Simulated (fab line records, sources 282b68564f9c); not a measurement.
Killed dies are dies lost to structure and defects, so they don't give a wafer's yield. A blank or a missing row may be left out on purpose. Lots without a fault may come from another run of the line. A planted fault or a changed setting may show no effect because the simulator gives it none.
fab line records | flow rit_cmos
record lots=7 wafers=21 last_day=7
route steps=202 shown ACTIVE@1 M1@202
lots that met no fault: from a run of the same line without faults
start_h: hours from the record's first day to the start of the lot's first wafer shown | wait_h: hours since the lot's step before | " the same as in the row above | L1.1+2: a row that stands for several wafers | - no value, or no start given | * or withheld: withheld | < > ~ a bound
route shown NAME@n: a module of which the file shows steps, and the number in the route of the first | usual: mean/standard deviation of fault-free wafers | same: alike in all rows | chamber/n: place in a boat | sites: the reading at each site | _std_site: their standard deviation | _edge_site: outer sites' mean less inner sites' | radius_mm: how far each site lies from the wafer's centre | mask NAME#n: copy n | behind: the tool/chamber that last shaped the wafer | hold: why the lot was held/for how many hours/how that ended | device: the transistor (n, p or np) that didn't switch | end of line: the same wafers' tests at the end of the route | a step without rows: its recipe alone | killed: dies lost to structure and defects at the first sort, not the wafer's yield | map: a wafer's dies, x killed, . not, _ none there
set.NAME: the setting as run; set.NAME@STEP: as run at that earlier step | model.NAME: the simulator's own value behind a step, which no gauge read
lots at some steps of the route; a table a step, a row a wafer
services: from which hour (start_h, from the record's first day; less than 0 if before it) a tool's chamber was out of use, for how many hours, and why
## steps
# step RIT_ACTIVE_BOW_MEAS_00
# recipe mode=bow
# usual INCOMING_BOW=0/6.7
# columns lot.wafer tool chamber start_h wait_h INCOMING_BOW[um]
L136.1 film_metro-02 - 10.00 - -2
L136.2 " - " " 5
L136.3 " - " " -5
L141.2 film_metro-02 - 35.02 - 15
L141.3 " - " " 3
L141.5 " - " " 0
L142.2 film_metro-04 - 40.02 - 6
L142.4 " - " " 3
L142.6 " - " " -10
L144.2 film_metro-04 - 50.02 - 13
L144.3 " - " " 4
L144.5 " - " " 3
L154.1 film_metro-02 - 100.00 - 7
L154.5 " - " " 3
L154.6 " - " " -14
L157.2 film_metro-03 - 115.02 - -6
L157.3 " - " " 5
L157.5 " - " " -1
L159.1 film_metro-03 - 125.00 - -2
L159.5 " - " " -6
L159.6 " - " " 3
# step RIT_ACTIVE_OXIDATION_01
# recipe temp_c=1000 ambient=O2 target_thk_a=468 ox_time_s=3360
# step RIT_ACTIVE_THK_MEAS_02
# recipe reads=SiO2_of_ACTIVE_OXIDATION_01
# usual ACTIVE_OXIDE_THK=47.0/0.9
# columns lot.wafer tool chamber start_h wait_h ACTIVE_OXIDE_THK[nm]
L136.1 film_metro-03 - 12.14 0.0 48.4
L136.2 " - " " 47.0
L136.3 " - " " 47.8
L141.2 film_metro-02 - 40.22 0.0 47.5
L141.3 " - " " 47.7
L141.5 " - " " 47.1
L142.2 film_metro-03 - 43.23 0.0 45.6
L142.4 " - " " 46.2
L142.6 " - " " 45.9
L144.2 film_metro-03 - 53.94 0.0 46.9
L144.3 " - " " 47.6
L144.5 " - " " 45.8
L154.1 film_metro-03 - 102.59 0.0 45.5
L154.5 " - " " 45.4
L154.6 " - " " 45.0
L157.2 film_metro-03 - 117.06 0.0 46.4
L157.3 " - " " 47.1
L157.5 " - " " 45.9
L159.1 film_metro-04 - 128.22 0.0 46.3
L159.5 " - " " 46.6
L159.6 " - " " 46.1
# step RIT_ACTIVE_CVD_03
# recipe material=Si3N4 target_thk_nm=150 temp_c=810 precursor=SiH2Cl2/NH3 time_s=1500 pressure_mtorr=300 sih2cl2_flow_sccm=60 nh3_flow_sccm=150
# step RIT_ACTIVE_THK_MEAS_04
# recipe reads=Si3N4_of_ACTIVE_CVD_03
# usual ACTIVE_NITRIDE_THK=150.2/1.4
# columns lot.wafer tool chamber start_h wait_h ACTIVE_NITRIDE_THK[nm]
L136.1 film_metro-02 - 13.61 0.0 152.5
L136.2 " - " " 151.4
L136.3 " - " " 151.2
L141.2 film_metro-03 - 41.70 0.0 148.6
L141.3 " - " " 149.2
L141.5 " - " " 149.2
L142.2 film_metro-04 - 44.70 0.0 149.7
L142.4 " - " " 149.3
L142.6 " - " " 150.4
L144.2 film_metro-02 - 55.41 0.0 150.2
L144.3 " - " " 150.8
L144.5 " - " " 150.0
L154.1 film_metro-04 - 104.07 0.0 149.0
L154.5 " - " " 149.9
L154.6 " - " " 149.7
L157.2 film_metro-03 - 119.25 0.0 150.3
L157.3 " - " " 151.2
L157.5 " - " " 150.9
L159.1 film_metro-03 - 130.40 0.0 150.5
L159.5 " - " " 150.9
L159.6 " - " " 151.1
# step RIT_ACTIVE_HMDS_05
# recipe prime_time_s=60 prime_temp_c=140
# step RIT_ACTIVE_COAT_06
# recipe resist=NOVOLAK spin_rpm=3250 resist_thk_nm=1000
# usual exhaust_pa=45.1/0.78 resist_line_temp_C=22.99/0.1 spin_speed_rpm=3250.2/2.2
# columns lot.wafer tool chamber start_h wait_h exhaust_pa resist_line_temp_C spin_speed_rpm model.NOVOLAK_of_ACTIVE_COAT_06.thk_nm
L136.1 litho_track-01 0 13.82 0.1 46.5 23.10 3249.7 1002
L136.2 " 0 " " 45.9 23.02 3247.9 1000
L136.3 " 0 " " 45.9 22.99 3247.4 1001
L141.2 litho_track-01 0 41.92 0.1 45.4 23.11 3472.2 967.3
L141.3 " 0 " " 45.6 23.04 3470.7 969.4
L141.5 " 0 " " 45.4 23.08 3475.9 968
L142.2 litho_track-01 0 44.93 0.1 45.5 23.05 3474.1 969.5
L142.4 " 0 " " 45.3 23.25 3474.3 969.8
L142.6 " 0 " " 45.5 23.18 3473.8 970.9
L144.2 litho_track-01 0 55.64 0.1 45.6 22.81 3476.9 969.6
L144.3 " 0 " " 44.9 22.93 3473.4 970.9
L144.5 " 0 " " 44.0 23.07 3471.6 968.5
L154.1 litho_track-04 0 104.29 0.1 45.0 23.04 3250.5 1004
L154.5 " 0 " " 45.0 22.79 3249.6 1006
L154.6 " 0 " " 44.9 22.95 3249.8 1005
L157.2 litho_track-04 0 119.47 0.1 45.3 22.83 3250.0 995.4
L157.3 " 0 " " 44.8 22.76 3249.4 998.7
L157.5 " 0 " " 44.9 23.08 3246.8 996.7
L159.1 litho_track-03 0 130.61 0.1 46.3 22.97 3248.6 1003
L159.5 " 0 " " 45.9 22.88 3249.0 996.6
L159.6 " 0 " " 45.6 23.06 3251.3 998.7
# step RIT_ACTIVE_SOFTBAKE_07
# recipe resist=NOVOLAK temp_c=90 time_s=60
# step RIT_ACTIVE_EXPOSE_08
# recipe mask_id=M1 na=0.6 source_shape=conventional sigma_outer=0.6 target_cd_nm=1400 dose_mj=225
# step RIT_ACTIVE_PEB_09
# recipe resist=NOVOLAK temp_c=withheld time_s=withheld
# step RIT_ACTIVE_DEVELOP_10
# recipe resist=NOVOLAK develop_time_s=50 dev_temp_c=23
# step RIT_ACTIVE_CD_MEAS_11
# recipe target_cd_nm=1400
# usual cd_nm=1400.1/2.6
# columns lot.wafer tool chamber start_h wait_h cd_nm
L136.1 cd_sem-02 - 14.65 - 1398.0
L136.2 " - " " 1399.1
L136.3 " - " " 1396.5
L141.2 cd_sem-01 - 42.74 - 1394.3
L141.3 " - " " 1393.1
L141.5 " - " " 1394.4
L142.2 cd_sem-01 - 45.68 - 1397.2
L142.4 " - " " 1397.9
L142.6 " - " " 1398.8
L144.2 cd_sem-01 - 56.46 - 1398.0
L144.3 " - " " 1396.0
L144.5 " - " " 1398.1
L154.1 cd_sem-02 - 104.99 - 1405.2
L154.5 " - " " 1403.8
L154.6 " - " " 1404.2
L157.2 cd_sem-02 - 120.17 - 1397.0
L157.3 " - " " 1397.9
L157.5 " - " " 1398.9
L159.1 cd_sem-02 - 131.44 - 1395.7
L159.5 " - " " 1395.5
L159.6 " - " " 1396.3
# step RIT_ACTIVE_HARDBAKE_12
# recipe resist=NOVOLAK temp_c=140 time_s=60
# step RIT_ACTIVE_ETCH_13
# recipe stop_on=SiO2 chemistry=SF6 target=Si3N4 time_s=210 over_etch_frac=0.4 SF6_flow_sccm=200 pressure_mtorr=260 rf_w=125 target_depth_a=2100
# usual drypump_motor_current_A=5.6/0.6 oes_product_au=0.823/0.015 throttle_valve_pct=7.53/0.12
# columns lot.wafer tool chamber start_h wait_h drypump_motor_current_A oes_product_au rf_hours_counter_h throttle_valve_pct model.NOVOLAK_of_ACTIVE_COAT_06.thk_nm
L136.1 rie_diel-03 2 14.92 0.1 5.9 0.835 169 7.47 658.4
L136.2 " 3 " " 6.3 0.831 93 7.65 660.3
L136.3 " 0 " " 6.7 0.833 27 7.37 655.7
L141.2 rie_diel-04 1 42.99 0.1 5.4 0.835 132 7.52 625.8
L141.3 " 2 " " 4.8 0.816 79 7.53 630.3
L141.5 " 3 " " 5.9 0.812 - 7.56 625.7
L142.2 rie_diel-03 3 45.96 0.1 6.3 0.828 94 7.66 631.8
L142.4 " 1 " " 6.1 0.811 - 7.26 628.1
L142.6 " 3 " " 6.4 0.833 - 7.65 635.1
L144.2 rie_diel-02 2 56.71 0.1 5.8 0.799 3 7.46 626.3
L144.3 " 0 " " 4.7 0.828 85 7.44 633.5
L144.5 " 3 " " 5.4 0.801 - 7.58 632.9
L154.1 rie_diel-04 0 105.26 0.1 4.8 0.829 120 7.70 660.9
L154.5 " 3 " " 5.9 0.804 - 7.57 660.2
L154.6 " 2 " " 4.8 0.825 - 7.55 664.1
L157.2 rie_diel-04 0 120.42 0.1 4.8 0.827 121 7.69 653.5
L157.3 " 1 " " 5.5 0.852 134 7.53 655.1
L157.5 " 3 " " 5.9 0.812 - 7.56 653.8
L159.1 rie_diel-04 2 131.71 0.1 4.8 0.820 81 7.56 656.4
L159.5 " 3 " " 5.9 0.818 - 7.57 651.5
L159.6 " 0 " " 4.8 0.840 - 7.70 654.2
# step RIT_ACTIVE_STRIP_14
# recipe chemistry=O2 time_s=180 resist=NOVOLAK platen_temp_c=withheld power_w=500 pressure_mtorr=4000 o2_flow_sccm=4000
# usual drypump_motor_current_A=5.8/0.42 rf_refl_power_W=6.6/0.94
# columns lot.wafer tool chamber start_h wait_h drypump_motor_current_A rf_hours_counter_h rf_refl_power_W
L136.1 plasma_asher-04 1 15.05 0.1 5.8 39 7.0
L136.2 " 0 " " 6.4 39 6.3
L136.3 " 0 " " 6.4 - 6.5
L141.2 plasma_asher-04 0 43.12 0.1 6.4 41 6.2
L141.3 " 0 " " 6.4 - 6.1
L141.5 " 0 " " 6.3 - 6.2
L142.2 plasma_asher-04 1 46.09 0.1 5.8 42 7.2
L142.4 " 0 " " 6.4 - 6.2
L142.6 " 0 " " 6.3 - 6.2
L144.2 plasma_asher-04 1 56.84 0.1 5.7 43 7.2
L144.3 " 0 " " 6.4 - 6.5
L144.5 " 1 " " 5.8 - 7.0
L154.1 plasma_asher-03 1 105.40 0.1 5.2 42 5.1
L154.5 " 1 " " 5.2 - 5.0
L154.6 " 0 " " 5.8 - 6.1
L157.2 plasma_asher-04 1 120.55 0.1 5.8 50 7.3
L157.3 " 1 " " 5.8 - 7.2
L157.5 " 0 " " 6.4 - 6.2
L159.1 plasma_asher-01 0 131.84 0.1 5.2 1 6.1
L159.5 " 0 " " 5.3 - 6.1
L159.6 " 1 " " 6.1 - 8.1
# step RIT_M1_PROBE_99
# usual killed_at_contacts=0.0/0.22 killed_at_front_end=6.5/2.8 killed_dies=6.5/2.8 killed_open=3.2/1.8 killed_short=3.3/2
# same gross_dies=264 killed_at_M0_to_M3=0 killed_at_M4_up=0 killed_at_back_side=0 killed_at_other=0
# columns lot.wafer tool chamber start_h wait_h killed_at_contacts killed_at_front_end killed_dies killed_open killed_short
L136.1 prober-01 - 68.39 0.1 0 10 10 3 5
L136.2 prober-01 - 68.44 0.1 0 5 5 3 2
L136.3 prober-01 - 68.49 0.2 0 4 4 1 2
L141.2 prober-02 - 91.62 0.1 0 6 6 3 3
L141.3 prober-02 - 91.67 0.2 0 8 8 2 6
L141.5 prober-02 - 91.77 0.2 0 6 6 2 4
L142.2 prober-01 - 95.36 0.1 0 6 6 4 2
L142.4 prober-01 - 95.46 0.2 0 6 6 3 3
L142.6 prober-01 - 95.56 0.2 0 4 4 2 2
L144.3 prober-01 - 104.85 0.2 0 6 6 3 3
L144.5 prober-01 - 104.95 0.2 0 5 5 3 2
L154.1 prober-01 - 153.09 0.1 0 9 9 6 3
L154.5 prober-01 - 153.29 0.2 0 9 9 1 8
L154.6 prober-01 - 153.34 0.2 1 6 7 6 1
L157.2 prober-02 - 165.66 0.1 0 8 8 3 5
L157.3 prober-02 - 165.71 0.2 0 2 2 2 0
L157.5 prober-02 - 165.81 0.2 0 9 9 5 4
L159.1 prober-02 - 177.53 0.1 0 3 3 1 2
L159.5 prober-02 - 177.73 0.2 0 3 3 2 1
L159.6 prober-02 - 177.78 0.2 0 11 11 8 3
# killed by level:class
L136.1 GATE:geometric_particle:short=3 FOX1:geometric_particle:open=2 SILICIDE:geometric_particle:short=2 PLDD:coat_microbubble_printed=2 SILICIDE:geometric_particle:open=1
L136.2 FOX1:geometric_particle:short=2 FOX1:geometric_particle:open=1 GATE:geometric_particle:open=1 SPACER:geometric_particle:open=1
L136.3 FOX1:geometric_particle:short=1 GATE:geometric_particle:open=1 REOX:geometric_particle:short=1 PLDD:coat_microbubble_printed=1
L141.2 FOX2:geometric_particle:open=2 GATE:geometric_particle:short=2 FOX2:geometric_particle:short=1 SILICIDE:geometric_particle:open=1
L141.3 FOX2:geometric_particle:short=2 GATE:geometric_particle:short=2 SPACER:geometric_particle:short=2 FOX1:geometric_particle:open=1 SPACER:geometric_particle:open=1
L141.5 FOX1:geometric_particle:short=2 FOX2:geometric_particle:short=1 FOX2:geometric_particle:open=1 GATE:geometric_particle:open=1 SPACER:geometric_particle:short=1
L142.2 ACTIVE:geometric_particle:short=1 GATE:geometric_particle:open=1 REOX:geometric_particle:short=1 REOX:geometric_particle:open=1 SPACER:geometric_particle:open=1 SILICIDE:geometric_particle:open=1
L142.4 GATE:geometric_particle:open=2 SPACER:geometric_particle:short=2 FOX1:geometric_particle:short=1 REOX:geometric_particle:open=1
L142.6 GATE:geometric_particle:short=2 REOX:geometric_particle:open=2
L144.3 SPACER:geometric_particle:open=2 FOX1:geometric_particle:short=1 GATE:geometric_particle:short=1 SPACER:geometric_particle:short=1 SILICIDE:geometric_particle:open=1
L144.5 FOX1:geometric_particle:short=1 FOX1:geometric_particle:open=1 FOX2:geometric_particle:open=1 REOX:geometric_particle:open=1 REOX:geometric_particle:short=1
L154.1 FOX1:geometric_particle:open=2 FOX2:geometric_particle:open=2 GATE:geometric_particle:open=1 GATE:geometric_particle:short=1 REOX:geometric_particle:short=1 SPACER:geometric_particle:short=1 SILICIDE:geometric_particle:open=1
L154.5 FOX1:geometric_particle:short=4 GATE:geometric_particle:short=2 FOX2:geometric_particle:short=1 REOX:geometric_particle:open=1 SPACER:geometric_particle:short=1
L154.6 GATE:geometric_particle:open=3 FOX1:geometric_particle:open=1 FOX2:geometric_particle:short=1 REOX:geometric_particle:open=1 CONTACT:geometric_particle:open=1
L157.2 FOX1:geometric_particle:short=2 GATE:geometric_particle:open=2 FOX2:geometric_particle:short=1 GATE:geometric_particle:short=1 SILICIDE:geometric_particle:open=1 SILICIDE:geometric_particle:short=1
L157.3 FOX2:geometric_particle:open=1 GATE:geometric_particle:open=1
L157.5 GATE:geometric_particle:open=4 FOX2:geometric_particle:short=2 FOX1:geometric_particle:short=1 GATE:geometric_particle:short=1 SILICIDE:geometric_particle:open=1
L159.1 GATE:geometric_particle:open=1 GATE:geometric_particle:short=1 SPACER:geometric_particle:short=1
L159.5 GATE:geometric_particle:open=1 GATE:geometric_particle:short=1 SILICIDE:geometric_particle:open=1
L159.6 SPACER:geometric_particle:open=4 GATE:geometric_particle:short=2 GATE:geometric_particle:open=2 FOX1:geometric_particle:open=1 SILICIDE:geometric_particle:short=1 SILICIDE:geometric_particle:open=1
## services
# columns tool chamber start_h hours kind
rie_diel-03 2 -8.62 1.3 repair
rie_diel-04 2 -5.72 14.4 repair
rie_diel-04 3 -0.91 3.0 repair
rie_diel-02 0 1.85 7.9 repair
plasma_asher-04 - 13.78 1.1 repair
rie_diel-02 3 16.57 7.5 repair
rie_diel-03 0 45.35 6.7 repair
rie_diel-04 2 48.29 8.3 repair
rie_diel-02 - 60.94 14.6 pm
rie_diel-03 2 61.42 4.9 repair
rie_diel-03 2 66.33 - clean
rie_diel-03 2 66.33 14.6 scheduled_down
rie_diel-03 2 66.33 14.6 vent_cycle
rie_diel-02 - 75.54 2.8 pm
plasma_asher-01 - 75.98 2.8 pm
rie_diel-02 1 81.31 9.3 repair
rie_diel-03 3 84.93 2.0 repair
rie_diel-04 1 97.78 4.3 repair
plasma_asher-03 - 102.96 1.5 repair
plasma_asher-01 - 108.75 9.0 pm
plasma_asher-01 0 108.75 9.0 vent_cycle
rie_diel-04 - 113.32 0.3 repair
rie_diel-03 2 118.76 4.0 repair
plasma_asher-01 - 123.57 7.8 repair
## key
first_sign step=RIT_ACTIVE_COAT_06 reading=spin_speed_rpm direction=up sigmas=99+ usual=3250.2 struck=3473.7
effect step=RIT_ACTIVE_CD_MEAS_11 reading=cd_nm direction=down sigmas=1.4 usual=1400.1 struck=1396.4
model_effect step=RIT_ACTIVE_COAT_06 value=NOVOLAK_of_ACTIVE_COAT_06.thk_nm without=1002 struck=969.3
model_effect step=RIT_ACTIVE_ETCH_13 value=NOVOLAK_of_ACTIVE_COAT_06.thk_nm without=658.3 struck=629.9
met_at RIT_ACTIVE_COAT_06
struck_wafers L141.2,L141.3,L141.5,L142.2,L142.4,L142.6,L144.2,L144.3,L144.5
rows_end L144.2
tester_left_out L141,L142,L144
onset_between 13.82 41.92
fault kind=process_parameter_drift tool=litho_track-01 chamber=- onset_h=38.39 steps=RIT_ACTIVE_COAT_06 channel=spin_rpm offset=220.9 shape=step end_h=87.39 acts_in=these_recipes_only stated=3250
# tester_left_out: of these lots the tester's yield and bins aren't shown, on N5 and GAA mostly nor the transistor test; their killed dies are dies lost to structure and defects alone, not to doping, threshold or leakage, so they don't give the yield
# rows_end: these wafers met a further fault down the route, and their rows from its step on are left out
